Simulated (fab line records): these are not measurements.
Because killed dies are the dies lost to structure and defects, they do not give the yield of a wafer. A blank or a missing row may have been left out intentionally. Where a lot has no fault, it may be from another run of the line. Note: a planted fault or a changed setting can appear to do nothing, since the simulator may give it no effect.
fab line records -- flow berkeley_cmos170 -- part 2 of 2: steps 33 to 43 of 43
[record] lots = 5, wafers = 15, last_day = 11
route steps=331 shown SPACER@172 PSD@175 NSD@187 BACKSIDE@199 SDANNEAL@204 PLDD@208 NLDD@209 SILICIDE@210
lots with no fault: from the same line, run without faults
start_h: start of the lot's first displayed wafer, in hours after the record's first day -- wait_h: hours elapsed since this lot's preceding step -- " same as the row above -- L1.1+2: several wafers, shown together as one row -- - no value present, or no start provided -- * or withheld: withheld -- < > ~ a bound
route shown NAME@n: a module of which the file shows steps, and the number in the route of the first -- usual: mean/standard deviation of fault-free wafers -- same: alike in all rows -- chamber/n: place in a boat -- sites: per-site readings -- _std_site: standard deviation of those values -- _edge_site: the outer-site mean with the inner-site mean subtracted -- radius_mm: how far each site lies from the wafer's centre -- mask NAME#n: copy n -- behind: the most recent tool/chamber to have shaped the wafer -- hold: the reason the lot was held/the length of the hold in hours/how it ended -- device: transistor that didn't switch, given as n, p or np -- end of line: the tests these same wafers got at the end of their route -- a step without rows: its recipe alone -- killed: not the wafer's yield, but the dies lost to structure and defects at the first sort -- map: shows each die of a wafer: x if killed, . if not, _ if none is there
set.NAME: the setting as run; set.NAME@STEP: as run at that earlier step -- model.NAME: the simulator's own value behind a step, which no gauge read
lots at some steps of the route; a table a step, a row a wafer
services: when a tool's chamber went out of use (start_h, in hours from the record's first day, below 0 if earlier), for how many hours, and the reason
[[steps]]
[step UCB170_SDANNEAL_RTA_00]
[recipe] temp_c = 900, time_s = 10, ambient = N2
[usual] lamp_power_pct = 25.65/0.13, wafer_temp_C_max = 903.5/0.83
lot.wafer,tool,chamber,start_h,wait_h,lamp_power_pct,wafer_temp_C_max
L079.2,rtp_anneal-01,0,165.49,0.0,25.79,904.8
L079.3,rtp_anneal-01,0,165.49,0.0,25.80,904.1
L079.4,rtp_anneal-01,0,165.49,0.0,25.80,904.1
L080.2,rtp_anneal-02,0,165.62,0.0,25.51,904.1
L080.5,rtp_anneal-02,0,165.62,0.0,25.56,903.5
L080.6,rtp_anneal-02,0,165.62,0.0,25.53,903.4
L086.1,rtp_anneal-02,0,200.93,0.0,25.56,902.2
L086.2,rtp_anneal-02,0,200.93,0.0,25.55,902.5
L086.4,rtp_anneal-02,0,200.93,0.0,25.56,903.2
L092.1,rtp_anneal-02,0,225.50,0.0,25.52,902.8
L092.5,rtp_anneal-02,0,225.50,0.0,25.52,902.9
L092.6,rtp_anneal-02,0,225.50,0.0,25.54,902.8
L093.1,rtp_anneal-02,0,244.98,0.0,25.51,902.2
L093.5,rtp_anneal-02,0,244.98,0.0,25.54,903.3
L093.6,rtp_anneal-02,0,244.98,0.0,25.53,903.4
[step UCB170_SDANNEAL_RTA_01]
[recipe] temp_c = 1050, time_s = 5, ambient = N2
[usual] lamp_power_pct = 39.60/0.2, wafer_temp_C_max = 1054.0/1
lot.wafer,tool,chamber,start_h,wait_h,lamp_power_pct,wafer_temp_C_max
L079.2,rtp_anneal-01,0,165.55,0.1,39.93,1053.3
L079.3,rtp_anneal-01,0,165.55,0.1,39.86,1053.5
L079.4,rtp_anneal-01,0,165.55,0.1,39.82,1054.5
L080.2,rtp_anneal-02,0,165.68,0.1,39.50,1053.3
L080.5,rtp_anneal-02,0,165.68,0.1,39.47,1054.6
L080.6,rtp_anneal-02,0,165.68,0.1,39.38,1053.6
L086.1,rtp_anneal-02,0,201.00,0.1,39.42,1053.4
L086.2,rtp_anneal-02,0,201.00,0.1,39.48,1053.9
L086.4,rtp_anneal-02,0,201.00,0.1,39.39,1052.7
L092.1,rtp_anneal-02,0,225.57,0.1,39.43,1054.3
L092.5,rtp_anneal-02,0,225.57,0.1,39.43,1052.7
L092.6,rtp_anneal-02,0,225.57,0.1,39.42,1054.5
L093.1,rtp_anneal-02,0,245.05,0.1,39.46,1054.2
L093.5,rtp_anneal-02,0,245.05,0.1,39.42,1052.2
L093.6,rtp_anneal-02,0,245.05,0.1,39.37,1053.1
[step UCB170_SDANNEAL_RS_MEAS_02]
[recipe] thk_meas_gauge = four-point-probe
[usual] PSD_RS = 75.62/0.3
lot.wafer,tool,chamber,start_h,wait_h,PSD_RS[ohm/sq]
L079.2,film_metro-03,-,165.68,0.1,75.65
L079.3,film_metro-03,-,165.68,0.1,75.36
L079.4,film_metro-03,-,165.68,0.1,75.64
L080.2,film_metro-02,-,165.75,0.1,75.86
L080.5,film_metro-02,-,165.75,0.1,75.60
L080.6,film_metro-02,-,165.75,0.1,75.46
L086.1,film_metro-03,-,201.06,0.0,75.39
L086.2,film_metro-03,-,201.06,0.0,75.58
L086.4,film_metro-03,-,201.06,0.0,75.46
L092.1,film_metro-02,-,225.63,0.0,75.50
L092.5,film_metro-02,-,225.63,0.0,75.62
L092.6,film_metro-02,-,225.63,0.0,75.75
L093.1,film_metro-02,-,245.12,0.1,75.52
L093.5,film_metro-02,-,245.12,0.1,75.80
L093.6,film_metro-02,-,245.12,0.1,75.87
[step UCB170_SDANNEAL_RS_MEAS_03]
[recipe] thk_meas_gauge = four-point-probe
[usual] NSD_RS = 37.26/0.086
lot.wafer,tool,chamber,start_h,wait_h,NSD_RS[ohm/sq]
L079.2,film_metro-03,-,165.80,0.1,37.11
L079.3,film_metro-03,-,165.80,0.1,37.15
L079.4,film_metro-03,-,165.80,0.1,37.11
L080.2,film_metro-02,-,165.87,0.1,37.44
L080.5,film_metro-02,-,165.87,0.1,37.42
L080.6,film_metro-02,-,165.87,0.1,37.32
L086.1,film_metro-03,-,201.18,0.1,37.35
L086.2,film_metro-03,-,201.18,0.1,37.24
L086.4,film_metro-03,-,201.18,0.1,37.25
L092.1,film_metro-02,-,225.75,0.1,37.39
L092.5,film_metro-02,-,225.75,0.1,37.36
L092.6,film_metro-02,-,225.75,0.1,37.23
L093.1,film_metro-02,-,245.24,0.1,37.23
L093.5,film_metro-02,-,245.24,0.1,37.31
L093.6,film_metro-02,-,245.24,0.1,37.38
[step UCB170_SDANNEAL_RS_MEAS_04]
[recipe] thk_meas_gauge = four-point-probe
[usual] PLDD_RS = 1032/3.4
lot.wafer,tool,chamber,start_h,wait_h,PLDD_RS[ohm/sq]
L079.2,film_metro-03,-,165.92,0.1,1030
L079.3,film_metro-03,-,165.92,0.1,1030
L079.4,film_metro-03,-,165.92,0.1,1035
L080.2,film_metro-02,-,165.99,0.1,1037
L080.5,film_metro-02,-,165.99,0.1,1039
L080.6,film_metro-02,-,165.99,0.1,1038
L086.1,film_metro-03,-,201.30,0.1,1029
L086.2,film_metro-03,-,201.30,0.1,1026
L086.4,film_metro-03,-,201.30,0.1,1032
L092.1,film_metro-02,-,225.87,0.1,1037
L092.5,film_metro-02,-,225.87,0.1,1040
L092.6,film_metro-02,-,225.87,0.1,1037
L093.1,film_metro-02,-,245.36,0.1,1033
L093.5,film_metro-02,-,245.36,0.1,1038
L093.6,film_metro-02,-,245.36,0.1,1033
[step UCB170_SDANNEAL_RS_MEAS_05]
[recipe] thk_meas_gauge = four-point-probe
[usual] NLDD_RS = 616.7/1.6
lot.wafer,tool,chamber,start_h,wait_h,NLDD_RS[ohm/sq]
L079.2,film_metro-03,-,166.04,0.1,615.9
L079.3,film_metro-03,-,166.04,0.1,615.9
L079.4,film_metro-03,-,166.04,0.1,615.2
L080.2,film_metro-02,-,166.11,0.1,616.1
L080.5,film_metro-02,-,166.11,0.1,616.4
L080.6,film_metro-02,-,166.11,0.1,619.9
L086.1,film_metro-03,-,201.42,0.1,614.7
L086.2,film_metro-03,-,201.42,0.1,613.7
L086.4,film_metro-03,-,201.42,0.1,614.8
L092.1,film_metro-02,-,225.99,0.1,616.4
L092.5,film_metro-02,-,225.99,0.1,616.6
L092.6,film_metro-02,-,225.99,0.1,617.7
L093.1,film_metro-02,-,245.48,0.1,616.6
L093.5,film_metro-02,-,245.48,0.1,615.5
L093.6,film_metro-02,-,245.48,0.1,616.4
[step UCB170_SILICIDE_PRE_CLEAN_00]
[recipe] gas = Ar, preclean_etch_time_s = 60
lot.wafer,tool,chamber,start_h,wait_h
L079.2+3+4,pvd_sputter-02,-,166.14,0.1
L080.2+5+6,pvd_sputter-04,-,166.21,0.1
L086.1+2+4,pvd_sputter-01,-,201.54,0.1
L092.1+5+6,pvd_sputter-04,-,226.11,0.1
L093.1+5+6,pvd_sputter-01,-,245.60,0.1
[step UCB170_SILICIDE_SPUTTER_01]
[recipe] material = Ti, target_thk_nm = 30, time_s = 25, power_w = 1500, chamber_pressure_pa = 0.5
[usual] throttle_valve_pct = 29.8/1.4
lot.wafer,tool,chamber,start_h,wait_h,throttle_valve_pct
L079.2,pvd_sputter-02,-,166.20,0.0,30.5
L079.3,pvd_sputter-02,-,166.20,0.0,30.6
L079.4,pvd_sputter-02,-,166.20,0.0,30.4
L080.2,pvd_sputter-04,-,166.28,0.0,28.9
L080.5,pvd_sputter-04,-,166.28,0.0,31.9
L080.6,pvd_sputter-04,-,166.28,0.0,29.1
L086.1,pvd_sputter-01,-,201.61,0.0,28.9
L086.2,pvd_sputter-01,-,201.61,0.0,28.8
L086.4,pvd_sputter-01,-,201.61,0.0,31.0
L092.1,pvd_sputter-04,-,226.17,0.0,31.5
L092.5,pvd_sputter-04,-,226.17,0.0,28.8
L092.6,pvd_sputter-04,-,226.17,0.0,27.2
L093.1,pvd_sputter-01,-,245.67,0.0,28.8
L093.5,pvd_sputter-01,-,245.67,0.0,28.9
L093.6,pvd_sputter-01,-,245.67,0.0,30.8
[step UCB170_SILICIDE_RS_MEAS_02]
[recipe] thk_meas_gauge = four-point-probe, reads = Ti_of_SILICIDE_SPUTTER_01
[usual] SILICIDE_TI_RS = 26.1/0.38
lot.wafer,tool,chamber,start_h,wait_h,SILICIDE_TI_RS[ohm/sq]
L079.2,film_metro-01,-,166.25,0.0,25.7
L079.3,film_metro-01,-,166.25,0.0,25.8
L079.4,film_metro-01,-,166.25,0.0,26.0
L080.2,film_metro-03,-,166.33,0.0,26.1
L080.5,film_metro-03,-,166.33,0.0,26.1
L080.6,film_metro-03,-,166.33,0.0,26.2
L086.1,film_metro-03,-,201.64,0.0,26.1
L086.2,film_metro-03,-,201.64,0.0,26.4
L086.4,film_metro-03,-,201.64,0.0,26.2
L092.1,film_metro-03,-,226.20,0.0,26.5
L092.5,film_metro-03,-,226.20,0.0,26.7
L092.6,film_metro-03,-,226.20,0.0,26.2
L093.1,film_metro-04,-,245.75,0.1,26.3
L093.5,film_metro-04,-,245.75,0.1,26.2
L093.6,film_metro-04,-,245.75,0.1,26.1
[step UCB170_SILICIDE_THK_MEAS_03]
[recipe] thk_meas_gauge = xrf, reads = Ti_of_SILICIDE_SPUTTER_01
[usual] SILICIDE_TI_THK = 30.1/0.4
lot.wafer,tool,chamber,start_h,wait_h,SILICIDE_TI_THK[nm]
L079.2,film_metro-01,-,166.36,0.1,30.6
L079.3,film_metro-01,-,166.36,0.1,30.4
L079.4,film_metro-01,-,166.36,0.1,30.3
L080.2,film_metro-03,-,166.44,0.1,30.2
L080.5,film_metro-03,-,166.44,0.1,30.2
L080.6,film_metro-03,-,166.44,0.1,30.0
L086.1,film_metro-03,-,201.76,0.1,30.0
L086.2,film_metro-03,-,201.76,0.1,29.9
L086.4,film_metro-03,-,201.76,0.1,30.0
L092.1,film_metro-03,-,226.32,0.1,30.1
L092.5,film_metro-03,-,226.32,0.1,29.8
L092.6,film_metro-03,-,226.32,0.1,30.2
L093.1,film_metro-04,-,245.87,0.1,30.1
L093.5,film_metro-04,-,245.87,0.1,30.1
L093.6,film_metro-04,-,245.87,0.1,30.1
[step UCB170_SILICIDE_RTA_04]
[recipe] temp_c = 650, time_s = 15, ambient = N2
[usual] lamp_power_pct = 11.00/0.057, wafer_temp_C_max = 652.7/0.66
lot.wafer,tool,chamber,start_h,wait_h,lamp_power_pct,wafer_temp_C_max
L079.2,rtp_anneal-01,0,166.43,0.1,11.07,652.8
L079.3,rtp_anneal-01,0,166.43,0.1,11.06,653.6
L079.4,rtp_anneal-01,0,166.43,0.1,11.06,654.8
L080.2,rtp_anneal-02,0,166.50,0.1,10.95,652.4
L080.5,rtp_anneal-02,0,166.50,0.1,10.93,652.7
L080.6,rtp_anneal-02,0,166.50,0.1,10.94,652.4
L086.1,rtp_anneal-02,0,201.82,0.1,10.96,652.5
L086.2,rtp_anneal-02,0,201.82,0.1,10.94,652.0
L086.4,rtp_anneal-02,0,201.82,0.1,10.94,651.4
L092.1,rtp_anneal-01,0,226.38,0.1,11.07,652.7
L092.5,rtp_anneal-01,0,226.38,0.1,11.06,652.6
L092.6,rtp_anneal-01,0,226.38,0.1,11.05,652.7
L093.1,rtp_anneal-01,0,245.93,0.1,11.06,653.1
L093.5,rtp_anneal-01,0,245.93,0.1,11.07,653.2
L093.6,rtp_anneal-01,0,245.93,0.1,11.06,652.6
[[services]]
tool,chamber,start_h,hours,kind
krf_scanner-02,-,134.80,1.3,pm
implanter-04,-,140.85,2.2,repair
rtp_anneal-01,-,142.78,1.5,pm
krf_scanner-01,-,150.41,1.3,pm
krf_scanner-02,-,155.22,0.8,pm
krf_scanner-01,-,156.72,1.0,pm
furnace-01,-,161.55,5.9,pm
implanter-01,-,161.93,1.9,pm
implanter-04,-,172.30,4.8,pm
rie_diel-03,2,172.94,6.4,repair
implanter-03,-,193.82,1.4,repair
krf_scanner-02,-,195.84,1.0,pm
plasma_asher-04,-,202.84,14.6,pm
krf_scanner-01,-,207.43,4.4,pm
rie_diel-02,0,216.66,5.1,repair
rie_diel-02,3,220.19,25.9,repair
rie_diel-03,-,222.48,1.5,repair
wet_bench-02,-,222.94,18.0,repair
plasma_asher-04,-,223.09,10.2,repair
rie_diel-02,2,223.53,10.1,repair
wet_bench-01,-,224.77,1.1,repair
rie_diel-02,-,230.19,0.6,repair
rie_diel-02,1,232.70,8.4,repair
rie_diel-02,0,238.35,9.4,repair
